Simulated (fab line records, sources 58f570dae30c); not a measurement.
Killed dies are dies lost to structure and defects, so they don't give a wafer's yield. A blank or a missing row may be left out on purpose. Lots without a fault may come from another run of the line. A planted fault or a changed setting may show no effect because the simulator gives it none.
Which tool did it? | flow berkeley_cmos170 | 13 lots, 39 wafers sampled, at 2 steps of a route of 331

WHAT THE GAUGES READ, wafer by wafer
UCB170_NLDD_CD_MEAS_06: target cd 1200 nm.
lot  | measured     | on        | cd_nm (nm)
L270 | day 6 14:03  | cd_sem-01 | 1201.5 1200.8 1200.3
L274 | day 7 02:24  | cd_sem-02 | 1201.4 1202.0 1201.4
L271 | day 7 03:08  | cd_sem-02 | 1198.8 1199.3 1199.8
L273 | day 7 03:23  | cd_sem-02 | 1199.0 1200.4 1199.6
L272 | day 7 03:34  | cd_sem-02 | 1201.3 1200.2 1201.4
L275 | day 7 13:22  | cd_sem-01 | 1199.8 1201.1 1201.3
L279 | day 8 02:10  | cd_sem-01 | 1200.0 1201.8 1200.1
L280 | day 8 02:28  | cd_sem-02 | 1199.8 1200.3 1199.7
L277 | day 8 02:40  | cd_sem-01 | 1200.2 1201.1 1201.8
L278 | day 8 02:55  | cd_sem-02 | 1201.3 1201.7 1202.2
L282 | day 8 23:22  | cd_sem-01 | 1214.9 1211.1 1215.1
L289 | day 10 11:58 | cd_sem-02 | 1200.5 1199.0 1199.4
L293 | day 11 05:44 | cd_sem-01 | 1203.0 1203.9 1203.3

WHICH TOOL RAN EACH LOT (tool, then ch and the chambers of the sampled wafers, then the start)
lot  | UCB170_NLDD_EXPOSE_03
L270 | krf_scanner-02 ch 0, day 6 13:26
L274 | krf_scanner-02 ch 0, day 7 01:40
L271 | krf_scanner-01 ch 0, day 7 02:15
L273 | krf_scanner-02 ch 0, day 7 02:29
L272 | krf_scanner-02 ch 0, day 7 02:39
L275 | krf_scanner-01 ch 0, day 7 12:22
L279 | krf_scanner-01 ch 0, day 8 01:37
L280 | krf_scanner-02 ch 0, day 8 02:04
L277 | krf_scanner-01 ch 0, day 8 02:16
L278 | krf_scanner-01 ch 0, day 8 02:24
L282 | krf_scanner-02 ch 0, day 8 22:45
L289 | krf_scanner-01 ch 0, day 10 11:34
L293 | krf_scanner-01 ch 0, day 11 05:02
- UCB170_NLDD_EXPOSE_03: exposes mask NSELECT, target cd 1200 nm.

WHAT THE TOOLS THEMSELVES READ (means of the sampled wafers that have a number; where no wafer has one, the mark that the record gives instead)
The record holds no such reading with a usual standard deviation.

THE ANSWER, worked out from the rows above alone
Rule: what is usual is taken from the lots themselves. Put in order of their means at a reading, lots are off if they are a third of the lots or fewer, leave a main group of 4 or more, and stand apart from it by a gap of 3 or more times the standard deviation of the main group's means; of several such gaps the widest counts. A main group whose means are all the same, to the digits that the tables above print for the reading, isn't used. A lot without any number at a reading at which 4 lots or more have one is off too. The other lots that the step has rows for count as sound. The gauges are gone through in route order, then the tools' own readings, and for those a lot's mean is taken as printed above. The first step at which some lot is off is used, and at that step the reading that is off furthest; a lot without a number counts as furthest.
Off: L282, at UCB170_NLDD_CD_MEAS_06 (cd_nm). The main group: mean 1200.8 nm, standard deviation 1.1.
A tool fits if, at a process step before that reading, it ran every lot that is off, and no sound lot after the first of them. The gauges at UCB170_NLDD_CD_MEAS_06 are tried like those tools. One fits: krf_scanner-02 at UCB170_NLDD_EXPOSE_03. Its last sound lot is L280 (day 8 02:04), its first lot that is off L282 (day 8 22:45): a fault that began between those two fits.

WHAT THE SIMULATOR HAD PUT IN
Process parameter drift: krf_scanner-02, from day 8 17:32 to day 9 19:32, at UCB170_NLDD_EXPOSE_03. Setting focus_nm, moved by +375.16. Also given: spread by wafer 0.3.
Lots struck among those shown: L282. The rule above found the same.
